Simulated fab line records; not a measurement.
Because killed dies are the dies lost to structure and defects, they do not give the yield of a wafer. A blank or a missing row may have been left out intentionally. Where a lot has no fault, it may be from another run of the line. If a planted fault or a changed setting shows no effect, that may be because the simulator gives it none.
Which tool was responsible?    flow berkeley_cmos170    42 wafers from 14 lots sampled at 5 of the route's 331 steps

== WHAT EACH GAUGE READ, for each wafer ==
UCB170_START_THK_MEAS_03. Usual: START_OXIDE_THK gives 20.0 nm (standard deviation 0.34).
lot   measured     on             START_OXIDE_THK (nm)  flag
L102  day 1 12:50  film_metro-01  19.9 19.8 20.0        
L103  day 1 21:16  film_metro-01  19.7 19.7 19.7        
L104  day 2 01:39  film_metro-02  20.4 20.2 20.2        
L105  day 2 07:15  film_metro-01  20.4 20.3 20.3        
L106  day 2 11:41  film_metro-01  19.9 20.5 20.1        
L108  day 2 20:41  film_metro-02  20.2 20.1 20.3        
L111  day 3 11:37  film_metro-04  20.0 20.1 20.0        
L112  day 3 18:42  film_metro-02  19.1 19.5 19.5        
L113  day 3 18:42  film_metro-04  19.3 19.4 19.5        
L114  day 4 05:11  film_metro-01  20.0 20.0 20.4        
L121  day 5 10:57  film_metro-04  19.7 20.0 19.7        
L120  day 5 10:58  film_metro-02  20.1 20.1 20.1        
L122  day 5 20:24  film_metro-04  20.3 20.2 20.2        
L125  day 6 12:31  film_metro-04  19.9 19.7 19.7        

UCB170_NWELL_TW_MEAS_16. Usual: NWELL_TW gives 1246 (standard deviation 9.4).
lot   measured     on             NWELL_TW        flag
L102  day 2 13:32  film_metro-02  1236 1238 1238  
L103  day 2 20:32  film_metro-02  1243 1241 1239  
L104  day 2 20:31  film_metro-01  1245 1245 1242  
L105  day 3 05:08  film_metro-03  1255 1262 1257  
L106  day 3 11:53  film_metro-03  1256 1261 1253  
L108  day 3 12:28  film_metro-01  1249 1245 1250  
L111  day 4 11:02  film_metro-01  1245 1246 1246  
L112  day 4 16:52  film_metro-02  1234 1230 1238  
L113  day 4 17:20  film_metro-02  1389 1383 1380  OFF
L114  day 5 00:27  film_metro-03  1399 1402 1405  OFF
L121  day 6 10:59  film_metro-03  1252 1259 1254  
L120  day 6 03:29  film_metro-01  1243 1244 1239  
L122  day 6 21:05  film_metro-01  1239 1243 1239  
L125  day 7 11:57  film_metro-01  1244 1249 1245  

UCB170_PWELL_THK_MEAS_06. Usual: PWELL_NITRIDE_THK gives 220.7 nm (standard deviation 2.4).
lot   measured     on             PWELL_NITRIDE_THK (nm)  flag
L102  day 3 05:36  film_metro-04  219.5 220.3 218.2       
L103  day 3 13:11  film_metro-02  221.3 223.7 221.7       
L104  day 3 13:11  film_metro-03  224.3 221.1 221.9       
L105  day 4 01:02  film_metro-03  222.7 220.5 220.6       
L106  day 4 06:22  film_metro-04  222.0 222.3 220.7       
L108  day 4 06:22  film_metro-02  222.4 222.8 222.1       
L111  day 5 04:21  film_metro-03  222.2 220.7 219.3       
L112  day 5 13:45  film_metro-04  216.8 216.4 215.1       
L113  day 5 13:45  film_metro-03  217.5 217.1 216.6       
L114  day 5 18:32  film_metro-04  218.7 217.7 216.2       
L121  day 7 08:49  film_metro-02  221.0 219.5 220.8       
L120  day 7 00:01  film_metro-03  223.4 222.7 221.3       
L122  day 7 21:19  film_metro-03  225.4 226.0 225.2       
L125  day 8 09:34  film_metro-04  222.7 224.6 221.8       

UCB170_WELLDRIVE_THK_MEAS_02. Usual: WELLDRIVE_OXIDE_THK gives 199 nm (standard deviation 3.5).
lot   measured     on             WELLDRIVE_OXIDE_THK (nm)  flag
L102  day 3 20:31  film_metro-03  198 200 199               
L103  day 4 03:58  film_metro-01  196 199 197               
L104  day 4 03:58  film_metro-03  204 206 204               
L105  day 4 13:14  film_metro-03  203 202 202               
L106  day 4 19:38  film_metro-04  197 195 199               
L108  day 4 19:38  film_metro-01  189 194 189               
L111  day 5 17:34  film_metro-03  198 197 203               
L112  day 6 03:39  film_metro-04  200 201 200               
L113  day 6 03:39  film_metro-03  197 195 194               
L114  day 6 09:43  film_metro-01  197 197 194               
L121  day 7 23:19  film_metro-04  201 200 197               
L120  day 7 16:27  film_metro-01  205 201 203               
L122  day 8 12:11  film_metro-04  204 202 205               
L125  day 9 00:07  film_metro-04  198 198 196               

== WHICH TOOL RAN EACH LOT (tool, then ch and the chambers of the sampled wafers, then the start) ==
lot   UCB170_NWELL_IMPLANT_14
L102  implanter-04 ch 0, day 2 13:17
L103  implanter-02 ch 0, day 2 20:18
L104  implanter-04 ch 0, day 2 20:16
L105  implanter-02 ch 0, day 3 04:53
L106  implanter-01 ch 0, day 3 11:38
L108  implanter-01 ch 0, day 3 12:13
L111  implanter-02 ch 0, day 4 10:47
L112  implanter-04 ch 0, day 4 16:37
L113  implanter-02 ch 0, day 4 17:05
L114  implanter-02 ch 0, day 5 00:12
L121  implanter-04 ch 0, day 6 10:45
L120  implanter-01 ch 0, day 6 03:16
L122  implanter-01 ch 0, day 6 20:50
L125  implanter-01 ch 0, day 7 11:43
- UCB170_NWELL_IMPLANT_14

== WHAT THE TOOLS THEMSELVES READ (means of the sampled wafers that have a number; where no wafer has one, the mark that the record gives instead) ==
UCB170_NWELL_IMPLANT_14. Usual: beam_on_s 10.00 s, standard deviation 0.21; dose_ions_cm2 9.999e+12, standard deviation 1e+10; faraday_current_uA 31.7, standard deviation 0.63.
lot   tool          beam_on_s (s)  dose_ions_cm2  faraday_current_uA  flag
L102  implanter-04  9.97           9.993e+12      31.9                
L103  implanter-02  9.99           1.000e+13      31.8                
L104  implanter-04  9.91           9.991e+12      32.0                
L105  implanter-02  9.77           9.987e+12      32.4                
L106  implanter-01  9.94           9.997e+12      31.9                
L108  implanter-01  10.13          1.001e+13      31.5                
L111  implanter-02  9.99           9.990e+12      31.8                
L112  implanter-04  10.08          1.000e+13      31.6                
L113  implanter-02  9.96           1.420e+13      45.3                OFF
L114  implanter-02  9.94           1.420e+13      45.3                OFF
L121  implanter-04  9.82           1.000e+13      32.2                
L120  implanter-01  10.05          1.001e+13      31.6                
L122  implanter-01  10.01          9.996e+12      31.6                
L125  implanter-01  10.07          9.997e+12      31.5                

== THE ANSWER, worked out from the rows above alone ==
Rule: lot off if the mean of its wafers having a number is beyond 3 standard deviations from the usual mean. A lot without any number at a reading at which 4 lots or more have one is off too. Any other lot the step has rows for is counted as sound. First the gauges in route order, then the tools' own readings, where a lot's mean is used as printed above. The first step at which some lot is off is used, and at that step the reading that is off furthest; a lot without a number counts as furthest.
Off: L113, L114, seen at UCB170_NWELL_TW_MEAS_16 (NWELL_TW).
A tool fits if, at a process step before that reading, it ran every lot that is off, and no sound lot after the first of them. The gauges at UCB170_NWELL_TW_MEAS_16 aren't tried: what is off there is off at UCB170_NWELL_IMPLANT_14 too, on other tools, and a gauge's error can't cause that. One candidate fits, namely implanter-02 at UCB170_NWELL_IMPLANT_14. A fault onset in the window from L111 (day 4 10:47, its last sound lot) to L113 (day 4 17:05, its first lot off) fits.
The tool's own readings at UCB170_NWELL_IMPLANT_14 bear it out: on the lots that are off they differ by more than 5 times the standard deviation of the sound lots' means. dose_ions_cm2 reads 1.420e+13 there against 9.998e+12 on the sound lots; faraday_current_uA reads 45.3 there against 31.8 on the sound lots.

== WHAT THE SIMULATOR HAD INSERTED ==
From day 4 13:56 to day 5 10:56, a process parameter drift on implanter-02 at UCB170_NWELL_IMPLANT_14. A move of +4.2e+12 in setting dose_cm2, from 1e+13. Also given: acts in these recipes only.
Lots struck among those shown: L113, L114. The rule given above showed the same thing.
